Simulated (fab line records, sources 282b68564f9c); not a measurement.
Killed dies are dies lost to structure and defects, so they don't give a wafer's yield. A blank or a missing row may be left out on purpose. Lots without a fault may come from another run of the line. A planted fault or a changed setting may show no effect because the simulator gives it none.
Problem report in the 8D (eight disciplines) form, filled by code | flow rit_cmos | the parts of the form that need people (team, actions taken, sign-off) are left out

1. THE PROBLEM
run_length_s at RIT_SPACER_ETCHBACK_05 reads a mean of 364.1 s on 6 wafers of 2 lots; wafers without a fault read 268.2 s with a standard deviation of 0.44. That is +99 or more standard deviations from the usual mean.
The step: etches Si3N4 in SF6/CHF3, stops on SiO2, target depth 250 nm, time 240 s.
First seen on wafer L477.1, day 6 17:07, on rie_diel-01. The record holds 18 wafers of 6 lots with a number at this step. Rule for "out", or "out of limits": more than 4 standard deviations from the usual mean. The other wafers with a number count as sound.

2. WHAT IT IS AND WHAT IT IS NOT
question                    | is                           | is not
which readings at this step | run_length_s, oes_product_au | drypump_motor_current_A, rf_fwd_power_W, throttle_valve_pct
which lots                  | L477, L478                   | L467, L470, L476, L479
which wafers of those lots  | all that have a number       | -
read on which tools         | rie_diel-01                  | rie_diel-03, rie_diel-04
when                        | from day 6 17:07             | up to then (9 sound wafers); but 3 sound wafers of L479 came after

3. SUSPECTS, AND WHAT RULES EACH OUT
Counting: a tool at a process step up to the reading stays a suspect if it ran every lot that is out and no sound lot after the first of them.
- plasma_asher-03 at RIT_PLDD_STRIP_09 (strips in O2, time 180 s): kept. It ran every lot that is out, first L477 (day 6 14:31), and no sound lot after that; its last sound lot up to then is L476 (day 6 08:09).
- rie_diel-01 at RIT_SPACER_ETCHBACK_05 (etches Si3N4 in SF6/CHF3, stops on SiO2, target depth 250 nm, time 240 s): kept. It ran every lot that is out, first L477 (day 6 17:07), and no sound lot after that; its last sound lot up to then is L467 (day 4 14:27). Its own readings are out on those wafers: oes_product_au, run_length_s.
Left after counting: plasma_asher-03 at RIT_PLDD_STRIP_09, rie_diel-01 at RIT_SPACER_ETCHBACK_05.

4. THE CAUSE (what the simulator had put in)
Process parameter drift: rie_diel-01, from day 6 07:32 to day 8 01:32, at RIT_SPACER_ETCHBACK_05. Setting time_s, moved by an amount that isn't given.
Counting left 2 suspects, and this tool is among them.

5. THE CHAIN OF EFFECTS, in route order
Each row: a reading whose mean over the struck wafers that have a number lies more than 3 standard deviations from the usual. Only readings for which the record gives a usual standard deviation are gone through. hours: the time from each lot's start at the first step in this table that gives one to its start at this step, as a median over the lots. sigmas: the change in usual standard deviations.
hours | step                   | reading        | usual      | on struck wafers | change | sigmas
0     | RIT_SPACER_ETCHBACK_05 | oes_product_au | 0.845 a.u. | 0.662            | -0.183 | -11
0     | RIT_SPACER_ETCHBACK_05 | run_length_s   | 268.2 s    | 364.1            | +95.9  | +99 or more
The process steps in it:
- RIT_SPACER_ETCHBACK_05: etches Si3N4 in SF6/CHF3, stops on SiO2, target depth 250 nm, time 240 s.
Later measuring or inspecting steps at which every struck wafer that the step has a row for has a number for every such reading, and none has moved that far: RIT_NSD_OVL_MEAS_06, RIT_NSD_TW_MEAS_10, RIT_PSD_OVL_MEAS_06, RIT_PSD_TW_MEAS_10, RIT_SDANNEAL_RS_MEAS_04, RIT_SDANNEAL_RS_MEAS_05, RIT_SDANNEAL_RS_MEAS_06.

6. WHAT WOULD HAVE CAUGHT IT SOONER
In this record the first reading out of limits was taken at day 6 17:07, 10 hours after the fault began at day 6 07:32.
